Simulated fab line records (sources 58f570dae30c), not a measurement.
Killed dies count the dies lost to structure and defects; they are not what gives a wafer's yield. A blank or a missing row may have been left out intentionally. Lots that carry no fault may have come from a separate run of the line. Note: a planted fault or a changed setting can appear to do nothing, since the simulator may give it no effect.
What tool caused it? / flow berkeley_cmos170 / Sampling: 14 lots, 42 wafers, 2 of 331 route steps

== WHAT THE GAUGES READ, wafer by wafer ==
The record holds no reading of a measuring or inspecting step that can be judged against a usual standard deviation.

== WHAT TOOL EACH LOT RAN ON (gives the tool, then ch and the chambers of the sampled wafers, and finally the start) ==
lot=L748; UCB170_V1_COAT_07=litho_track-03 ch 0, day 6 19:20; UCB170_V1_STRIP_15=plasma_asher-04 ch 0,1, day 6 20:23
lot=L750; UCB170_V1_COAT_07=litho_track-04 ch 0, day 8 00:05; UCB170_V1_STRIP_15=plasma_asher-04 ch 0,1, day 8 01:26
lot=L753; UCB170_V1_COAT_07=litho_track-03 ch 0, day 8 00:08; UCB170_V1_STRIP_15=plasma_asher-01 ch 0,1, day 8 01:26
lot=L752; UCB170_V1_COAT_07=litho_track-04 ch 0, day 8 00:31; UCB170_V1_STRIP_15=plasma_asher-03 ch 0,1, day 8 01:34
lot=L755; UCB170_V1_COAT_07=litho_track-04 ch 0, day 8 04:49; UCB170_V1_STRIP_15=plasma_asher-01 ch 0,1, day 8 06:24
lot=L756; UCB170_V1_COAT_07=litho_track-03 ch 0, day 8 04:57; UCB170_V1_STRIP_15=plasma_asher-04 ch 0,1, day 8 06:37
lot=L757; UCB170_V1_COAT_07=litho_track-03 ch 0, day 8 19:26; UCB170_V1_STRIP_15=plasma_asher-04 ch 0,1, day 8 20:35
lot=L758; UCB170_V1_COAT_07=litho_track-04 ch 0, day 8 22:32; UCB170_V1_STRIP_15=plasma_asher-03 ch 0,1, day 8 23:37
lot=L759; UCB170_V1_COAT_07=litho_track-02 ch 0, day 9 05:48; UCB170_V1_STRIP_15=plasma_asher-01 ch 0, day 9 06:58
lot=L763; UCB170_V1_COAT_07=litho_track-03 ch 0, day 10 01:44; UCB170_V1_STRIP_15=plasma_asher-04 ch 0,1, day 10 03:39
lot=L767; UCB170_V1_COAT_07=litho_track-03 ch 0, day 11 11:12; UCB170_V1_STRIP_15=plasma_asher-03 ch 0,1, day 11 12:29
lot=L769; UCB170_V1_COAT_07=litho_track-02 ch 0, day 11 11:20; UCB170_V1_STRIP_15=plasma_asher-01 ch 1, day 11 12:34
lot=L768; UCB170_V1_COAT_07=litho_track-03 ch 0, day 11 11:40; UCB170_V1_STRIP_15=plasma_asher-03 ch 0,1, day 11 12:50
lot=L770; UCB170_V1_COAT_07=litho_track-04 ch 0, day 11 18:23; UCB170_V1_STRIP_15=plasma_asher-03 ch 0,1, day 11 19:25
- UCB170_V1_COAT_07: resist thk 900 nm.
- UCB170_V1_STRIP_15: strips in O2.

== WHAT THE TOOLS THEMSELVES READ (means of the sampled wafers that have a number; where no wafer has one, the mark that the record gives instead) ==
UCB170_V1_COAT_07.
lot=L748; tool=litho_track-03; exhaust_pa (Pa)=44.4
lot=L750; tool=litho_track-04; exhaust_pa (Pa)=46.2
lot=L753; tool=litho_track-03; exhaust_pa (Pa)=45.4
lot=L752; tool=litho_track-04; exhaust_pa (Pa)=45.1
lot=L755; tool=litho_track-04; exhaust_pa (Pa)=45.5
lot=L756; tool=litho_track-03; exhaust_pa (Pa)=44.5
lot=L757; tool=litho_track-03; exhaust_pa (Pa)=43.9
lot=L758; tool=litho_track-04; exhaust_pa (Pa)=44.6
lot=L759; tool=litho_track-02; exhaust_pa (Pa)=45.1
lot=L763; tool=litho_track-03; exhaust_pa (Pa)=44.8
lot=L767; tool=litho_track-03; exhaust_pa (Pa)=45.9
lot=L769; tool=litho_track-02; exhaust_pa (Pa)=44.7
lot=L768; tool=litho_track-03; exhaust_pa (Pa)=45.7
lot=L770; tool=litho_track-04; exhaust_pa (Pa)=45.3

UCB170_V1_STRIP_15.
lot=L748; tool=plasma_asher-04; drypump_motor_current_A (A)=5.4; o2_flow_sccm (sccm)=399.8; oes_product_au (a.u.)=0.725; strip_time_to_endpoint_s (s)=15.21
lot=L750; tool=plasma_asher-04; drypump_motor_current_A (A)=5.4; o2_flow_sccm (sccm)=399.4; oes_product_au (a.u.)=0.723; strip_time_to_endpoint_s (s)=15.31
lot=L753; tool=plasma_asher-01; drypump_motor_current_A (A)=5.3; o2_flow_sccm (sccm)=399.9; oes_product_au (a.u.)=0.722; strip_time_to_endpoint_s (s)=15.25
lot=L752; tool=plasma_asher-03; drypump_motor_current_A (A)=5.9; o2_flow_sccm (sccm)=400.4; oes_product_au (a.u.)=0.718; strip_time_to_endpoint_s (s)=15.29
lot=L755; tool=plasma_asher-01; drypump_motor_current_A (A)=5.1; o2_flow_sccm (sccm)=399.5; oes_product_au (a.u.)=0.720; strip_time_to_endpoint_s (s)=15.12
lot=L756; tool=plasma_asher-04; drypump_motor_current_A (A)=5.4; o2_flow_sccm (sccm)=400.3; oes_product_au (a.u.)=0.719; strip_time_to_endpoint_s (s)=15.31
lot=L757; tool=plasma_asher-04; drypump_motor_current_A (A)=5.6; o2_flow_sccm (sccm)=400.2; oes_product_au (a.u.)=0.720; strip_time_to_endpoint_s (s)=15.36
lot=L758; tool=plasma_asher-03; drypump_motor_current_A (A)=5.6; o2_flow_sccm (sccm)=399.0; oes_product_au (a.u.)=0.726; strip_time_to_endpoint_s (s)=15.40
lot=L759; tool=plasma_asher-01; drypump_motor_current_A (A)=5.5; o2_flow_sccm (sccm)=402.2; oes_product_au (a.u.)=0.721; strip_time_to_endpoint_s (s)=15.35
lot=L763; tool=plasma_asher-04; drypump_motor_current_A (A)=5.6; o2_flow_sccm (sccm)=399.3; oes_product_au (a.u.)=0.718; strip_time_to_endpoint_s (s)=15.18
lot=L767; tool=plasma_asher-03; drypump_motor_current_A (A)=5.6; o2_flow_sccm (sccm)=400.9; oes_product_au (a.u.)=0.719; strip_time_to_endpoint_s (s)=16.56
lot=L769; tool=plasma_asher-01; drypump_motor_current_A (A)=4.8; o2_flow_sccm (sccm)=398.8; oes_product_au (a.u.)=0.725; strip_time_to_endpoint_s (s)=15.23
lot=L768; tool=plasma_asher-03; drypump_motor_current_A (A)=5.6; o2_flow_sccm (sccm)=398.7; oes_product_au (a.u.)=0.725; strip_time_to_endpoint_s (s)=16.54
lot=L770; tool=plasma_asher-03; drypump_motor_current_A (A)=5.9; o2_flow_sccm (sccm)=398.9; oes_product_au (a.u.)=0.723; strip_time_to_endpoint_s (s)=15.21

== THE ANSWER, worked out from the rows above alone ==
Rule: the usual values come from the lots themselves. Put in order of their means at a reading, lots are off if they are a third of the lots or fewer, leave a main group of 4 or more, and stand apart from it by a gap of 3 or more times the standard deviation of the main group's means; of several such gaps the widest counts. A main group is skipped when, at the precision printed for the reading in the tables above, its means are all equal. Also off: a lot with no number at a reading for which 4 or more lots have one. All remaining lots with rows at the step are treated as sound. After the gauges, taken in route order, come the tools' own readings; for these a lot's mean is taken, as printed above. The first step at which some lot is off is used, and at that step the reading that is off furthest; a lot without a number counts as furthest.
Off at UCB170_V1_STRIP_15 (strip_time_to_endpoint_s): L767, L768. For the main group the mean is 15.27 s and the standard deviation 0.079.
A tool fits if, at that step or a process step before it, it ran every lot that is off, and no sound lot after the first of them. One fits: litho_track-03 at UCB170_V1_COAT_07. Its last sound lot is L763 (day 10 01:44), its first lot that is off L767 (day 11 11:12): a fault that began between those two fits.

== WHAT THE SIMULATOR PUT IN ==
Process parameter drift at UCB170_V1_COAT_07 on litho_track-03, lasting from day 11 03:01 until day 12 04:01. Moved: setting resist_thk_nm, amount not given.
Lots struck among those shown: L767, L768. The rule above reached the same finding.
